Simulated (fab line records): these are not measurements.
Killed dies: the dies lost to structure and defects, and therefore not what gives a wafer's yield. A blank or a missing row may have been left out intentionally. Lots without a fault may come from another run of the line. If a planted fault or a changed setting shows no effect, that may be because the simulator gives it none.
A struck lot beside a sound one + flow berkeley-cmos170 + 26 out of 331 route steps
Sound: wafers L936.4, L936.5, L936.6. Wafers struck: L935.3, L935.4, L935.5. The cause is given at the end.
At each step with rows: each side's tool, then ch and its chambers, then its first start. Under that, the readings that differ: sound wafers + struck wafers + difference of the means + sigmas: that difference in standard deviations of wafers without a fault.
alike: readings with means less than 2 such deviations apart, plus words and numbers identical on both sides. not compared: withheld readings, readings lacking a value on some wafer, bounds such as >300 that could conceal the same value, and numbers that have no deviation in the record and whose values overlap.
A row with sigmas, a row that says differs or no value, or rows on one side alone: a step with any of these is where the two part. Numbers that have no deviation but don't overlap get no sigmas and don't part them. A reading that every wafer of one side lacks parts them only if that side has two wafers or more.

first, 1 step without rows for these wafers: UCB170_PSD_IMPLANT_08.
UCB170_PSD_STRIP_09: strips in O2.
  sound on plasma-asher-01 ch 0,1, day 6 13:54; struck on plasma-asher-02 ch 0,1, day 6 13:49
| reading                     | sound       | struck      | difference | sigmas |
|-----------------------------|-------------|-------------|------------|--------|
| drypump-motor-current-A (A) | 6.3 6.1 6.4 | 4.9 5.7 4.9 | -1.1       | -2     |
  alike: oes-product-au, strip-time-to-endpoint-s
  not compared: rf-hours-counter-h
UCB170_PSD_TW_MEAS_10:
  sound on film-metro-02, day 6 13:59; struck on film-metro-01, day 6 13:54
  alike: PSD_TW
then, 7 steps without rows for these wafers: UCB170_PSD_CLEAN_11 (cleans in SPM, time 600 s); UCB170_NSD_HMDS_00 (prime time 60 s); UCB170_NSD_COAT_01 (resist thk 900 nm); UCB170_NSD_SOFTBAKE_02 (time 60 s); UCB170_NSD_EXPOSE_03 (exposes mask NSELECT MOD, target cd 1200 nm); UCB170_NSD_PEB_04; UCB170_NSD_DEVELOP_05 (develop time 45 s).
UCB170_NSD_CD_MEAS_06: the cd target is 1200 nm.
  sound on cd-sem-01, day 6 15:16; struck on cd-sem-02, day 6 14:59
  alike: cd-nm
UCB170_NSD_OVL_MEAS_07:
  sound on overlay-02, day 6 15:20; struck on overlay-01, day 6 15:05
  alike: NSD_OVL
UCB170_NSD_IMPLANT_08:
  sound on implanter-02 ch 0, day 6 15:26; struck on implanter-03 ch 0, day 6 15:29
UCB170_NSD_STRIP_09: strips in O2.
  sound on plasma-asher-04 ch 0,1, day 6 15:32; struck on plasma-asher-03 ch 0,1, day 6 15:37
| reading                      | sound             | struck            | difference | sigmas |
|------------------------------|-------------------|-------------------|------------|--------|
| oes-product-au (a.u.)        | 0.529 0.537 0.529 | 0.487 0.486 0.473 | -0.050     | -11    |
| strip-time-to-endpoint-s (s) | 35.94 35.94 35.93 | 42.75 42.73 42.71 | +6.79      | +78    |
  alike: drypump-motor-current-A
  not compared: rf-hours-counter-h
UCB170_NSD_TW_MEAS_10:
  sound on film-metro-03, day 6 15:38; struck on film-metro-01, day 6 15:55
| reading | sound          | struck         | difference | sigmas |
|---------|----------------|----------------|------------|--------|
| NSD_TW  | 4187 4175 4190 | 4361 4374 4387 | +190       | +5     |
then, 4 steps without rows for these wafers: UCB170_NSD_CLEAN_11 (cleans in SPM, time 600 s); UCB170_BACKSIDE_HMDS_00 (prime time 60 s); UCB170_BACKSIDE_COAT_01 (resist thk 900 nm); UCB170_BACKSIDE_SOFTBAKE_02 (time 60 s).
UCB170_BACKSIDE_STRIP_03: strips in O2.
  sound on plasma-asher-04 ch 0,1, day 6 16:19; struck on plasma-asher-03 ch 0,1, day 6 19:03
| reading                     | sound       | struck      | difference | sigmas |
|-----------------------------|-------------|-------------|------------|--------|
| drypump-motor-current-A (A) | 6.1 6.1 5.7 | 5.3 5.2 5.2 | -0.7       | -2     |
  alike: oes-product-au, strip-time-to-endpoint-s
  not compared: rf-hours-counter-h
then, 1 step without rows for these wafers: UCB170_BACKSIDE_CLEAN_04 (cleans in SPM, time 600 s).
UCB170_SDANNEAL_RTA_00: time 10 s.
  sound on rtp-anneal-01 ch 0, day 6 16:38; struck on rtp-anneal-02 ch 0, day 6 19:22
| reading            | sound          | struck         | difference | sigmas |
|--------------------|----------------|----------------|------------|--------|
| lamp-power-pct (%) | 26.3 26.3 26.3 | 24.3 24.3 24.3 | -2.0       | -2     |
  alike: chamber-o2-ppm, wafer_temp_C_max
UCB170_SDANNEAL_RTA_01: time 5 s.
  sound on rtp-anneal-01 ch 0, day 6 16:41; struck on rtp-anneal-02 ch 0, day 6 19:25
| reading            | sound             | struck            | difference | sigmas |
|--------------------|-------------------|-------------------|------------|--------|
| chamber-o2-ppm     | 1.977 1.971 1.991 | 2.046 2.050 2.030 | +0.062     | +2     |
| lamp-power-pct (%) | 40.6 40.6 40.5    | 37.5 37.5 37.5    | -3.1       | -2     |
  alike: wafer_temp_C_max
UCB170_SDANNEAL_RS_MEAS_02: a four-point-probe measurement.
  sound on film-metro-02, day 6 16:47; struck on film-metro-03, day 6 19:30
  alike: PSD_RS
UCB170_SDANNEAL_RS_MEAS_03: a four-point-probe measurement.
  sound on film-metro-02, day 6 16:54; struck on film-metro-03, day 6 19:56
| reading         | sound             | struck            | difference | sigmas |
|-----------------|-------------------|-------------------|------------|--------|
| NSD_RS (ohm/sq) | 37.27 37.09 37.22 | 30.25 30.27 30.34 | -6.91      | -72    |
UCB170_M3_PROBE_99:
  sound wafers here have rows in the record (prober-02, day 7 19:18); struck ones have none

== WHERE THEY PART ==
Last at UCB170_M3_PROBE_99 as far as this record goes, first at UCB170_PSD_STRIP_09.

WHY: the cause the simulator had injected
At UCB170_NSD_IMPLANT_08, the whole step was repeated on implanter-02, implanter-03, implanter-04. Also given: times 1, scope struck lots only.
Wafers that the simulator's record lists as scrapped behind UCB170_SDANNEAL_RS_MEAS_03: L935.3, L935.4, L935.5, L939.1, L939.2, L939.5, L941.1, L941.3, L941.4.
